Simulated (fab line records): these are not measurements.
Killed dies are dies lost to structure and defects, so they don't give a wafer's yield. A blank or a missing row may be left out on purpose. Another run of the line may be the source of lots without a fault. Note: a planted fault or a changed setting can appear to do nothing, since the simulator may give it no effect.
Split-lot study / flow ritCmos / on a route of 202 steps: 5 lots, 23 wafers read

THE SPLIT ITSELF
At RIT_NWELL_IMPLANT_08, the setting doseCm2 was moved away from the recipe's 5e+13 on 4 of the 23 wafers read, by -7.1% to -4.5%. This setting was run at the recipe's value on the other wafers.

FROM THE SPLIT TO THE READING: what the file shows between them, 9 steps
- RIT_NWELL_STRIP_09: strips in O2, time 180 s
- RIT_NWELL_TW_MEAS_10
- RIT_PWELL_SOFTBAKE_02: time 60 s (also split here: tempC)
- RIT_PWELL_EXPOSE_03: exposes mask M3, target cd 43700 nm
- RIT_PWELL_PEB_04
- RIT_PWELL_DEVELOP_05: develop time 68 s
- RIT_PWELL_IMPLANT_08 (also split here: energyKev)
- RIT_PWELL_STRIP_09: strips in O2, time 180 s
- RIT_WELLDRIVE_ANNEAL_00: time 14700 s

THE READING
NWELL_RS, in ohm/sq, at RIT_WELLDRIVE_RS_MEAS_01 (measures by four-point-probe). A value of 275.9 ohm/sq with a standard deviation of 0.76 ohm/sq is what fault-free wafers of this fab line usually give.

wafer=L074.3; tool, chamber at the split=implanter-01, 0; doseCm2 as run=5e+13; against the recipe=recipe; NWELL_RS, ohm/sq=275.6; against lot-mates on the recipe=-
wafer=L074.5; tool, chamber at the split=implanter-01, 0; doseCm2 as run=5e+13; against the recipe=recipe; NWELL_RS, ohm/sq=274.4; against lot-mates on the recipe=-
wafer=L074.6; tool, chamber at the split=implanter-01, 0; doseCm2 as run=5e+13; against the recipe=recipe; NWELL_RS, ohm/sq=275.0; against lot-mates on the recipe=-
wafer=L078.1; tool, chamber at the split=implanter-01, 0; doseCm2 as run=5e+13; against the recipe=recipe; NWELL_RS, ohm/sq=275.8; against lot-mates on the recipe=-
wafer=L078.2; tool, chamber at the split=implanter-01, 0; doseCm2 as run=4.775e+13; against the recipe=-4.5%; NWELL_RS, ohm/sq=282.9; against lot-mates on the recipe=+7.3
wafer=L078.3; tool, chamber at the split=implanter-01, 0; doseCm2 as run=5e+13; against the recipe=recipe; NWELL_RS, ohm/sq=275.4; against lot-mates on the recipe=-
wafer=L078.4; tool, chamber at the split=implanter-01, 0; doseCm2 as run=5e+13; against the recipe=recipe; NWELL_RS, ohm/sq=275.7; against lot-mates on the recipe=-
wafer=L078.5; tool, chamber at the split=implanter-01, 0; doseCm2 as run=4.775e+13; against the recipe=-4.5%; NWELL_RS, ohm/sq=283.5; against lot-mates on the recipe=+7.9
wafer=L079.1; tool, chamber at the split=implanter-03, 0; doseCm2 as run=5e+13; against the recipe=recipe; NWELL_RS, ohm/sq=274.6; against lot-mates on the recipe=-
wafer=L079.3; tool, chamber at the split=implanter-03, 0; doseCm2 as run=5e+13; against the recipe=recipe; NWELL_RS, ohm/sq=275.0; against lot-mates on the recipe=-
wafer=L079.4; tool, chamber at the split=implanter-03, 0; doseCm2 as run=5e+13; against the recipe=recipe; NWELL_RS, ohm/sq=274.5; against lot-mates on the recipe=-
wafer=L079.5; tool, chamber at the split=implanter-03, 0; doseCm2 as run=5e+13; against the recipe=recipe; NWELL_RS, ohm/sq=276.0; against lot-mates on the recipe=-
wafer=L079.6; tool, chamber at the split=implanter-03, 0; doseCm2 as run=5e+13; against the recipe=recipe; NWELL_RS, ohm/sq=276.0; against lot-mates on the recipe=-
wafer=L083.2; tool, chamber at the split=implanter-01, 0; doseCm2 as run=5e+13; against the recipe=recipe; NWELL_RS, ohm/sq=275.9; against lot-mates on the recipe=-
wafer=L083.3; tool, chamber at the split=implanter-01, 0; doseCm2 as run=5e+13; against the recipe=recipe; NWELL_RS, ohm/sq=276.7; against lot-mates on the recipe=-
wafer=L083.4; tool, chamber at the split=implanter-01, 0; doseCm2 as run=5e+13; against the recipe=recipe; NWELL_RS, ohm/sq=275.9; against lot-mates on the recipe=-
wafer=L083.5; tool, chamber at the split=implanter-01, 0; doseCm2 as run=5e+13; against the recipe=recipe; NWELL_RS, ohm/sq=276.5; against lot-mates on the recipe=-
wafer=L083.6; tool, chamber at the split=implanter-01, 0; doseCm2 as run=5e+13; against the recipe=recipe; NWELL_RS, ohm/sq=276.7; against lot-mates on the recipe=-
wafer=L085.2; tool, chamber at the split=implanter-04, 0; doseCm2 as run=4.645e+13; against the recipe=-7.1%; NWELL_RS, ohm/sq=288.0; against lot-mates on the recipe=+12.0
wafer=L085.3; tool, chamber at the split=implanter-04, 0; doseCm2 as run=5e+13; against the recipe=recipe; NWELL_RS, ohm/sq=276.5; against lot-mates on the recipe=-
wafer=L085.4; tool, chamber at the split=implanter-04, 0; doseCm2 as run=4.645e+13; against the recipe=-7.1%; NWELL_RS, ohm/sq=288.3; against lot-mates on the recipe=+12.3
wafer=L085.5; tool, chamber at the split=implanter-04, 0; doseCm2 as run=5e+13; against the recipe=recipe; NWELL_RS, ohm/sq=275.9; against lot-mates on the recipe=-
wafer=L085.6; tool, chamber at the split=implanter-04, 0; doseCm2 as run=5e+13; against the recipe=recipe; NWELL_RS, ohm/sq=275.5; against lot-mates on the recipe=-

FIT RESULTS
A straight line over all 23 wafers: NWELL_RS changes by -1.74 ohm/sq for each +1% of doseCm2; r = -0.99; the points scatter about the line by 0.67 ohm/sq.
The same after taking each lot's own level away (the mean of its wafers on the recipe; 23 wafers): -1.71 ohm/sq for each +1%; r = -0.99; scatter 0.46 ohm/sq.
According to that fit, moving doseCm2 by its largest amount changes the reading by 12 ohm/sq.
Across the lots, their own levels run from 275.00 to 276.34 ohm/sq, a range of 1.8 times the standard deviation given above.
Hence the lot-to-lot level has little effect on the slope; both slopes agree.
Check: for one of the wafers moved furthest among these (-7.1%), held out of the fit, the line's prediction against its lot-mates is +12.2 ohm/sq. Against them it came out at +12 ohm/sq.

THESE WAFERS: OTHER SPLITS
These wafers also went through other splits before the reading. Each is held against what the fit with the lots' levels taken away leaves over:
other split on the same wafers=RIT_ACTIVE_OXIDATION_01 oxTimeS; wafers away from the commonest value=18; r with NWELL_RS (lot level and that fit taken away)=-0.01
other split on the same wafers=RIT_ACTIVE_COAT_06 resistThkNm; wafers away from the commonest value=7; r with NWELL_RS (lot level and that fit taken away)=-0.29
other split on the same wafers=RIT_ACTIVE_DEVELOP_10 developTimeS; wafers away from the commonest value=11; r with NWELL_RS (lot level and that fit taken away)=-0.08
other split on the same wafers=RIT_NWELL_COAT_01 resistThkNm; wafers away from the commonest value=6; r with NWELL_RS (lot level and that fit taken away)=+0.08
other split on the same wafers=RIT_PWELL_SOFTBAKE_02 tempC; wafers away from the commonest value=9; r with NWELL_RS (lot level and that fit taken away)=-0.19
other split on the same wafers=RIT_PWELL_IMPLANT_08 energyKev; wafers away from the commonest value=7; r with NWELL_RS (lot level and that fit taken away)=+0.03

THE WHOLE CHAIN: every reading that the file lists as answering this split, in the file's order
step=RIT_NWELL_TW_MEAS_10; what it does=; reading=NWELL_TW; change (the file's fit)=+7.42 for each +1% of the setting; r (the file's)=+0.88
step=RIT_WELLDRIVE_RS_MEAS_01; what it does=measures by four-point-probe; reading=NWELL_RS; change (the file's fit)=-1.7 for each +1% of the setting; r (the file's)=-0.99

FILE'S OWN FIT
NWELL_RS changes by -1.7 ohm/sq for each +1% of doseCm2, r = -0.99.
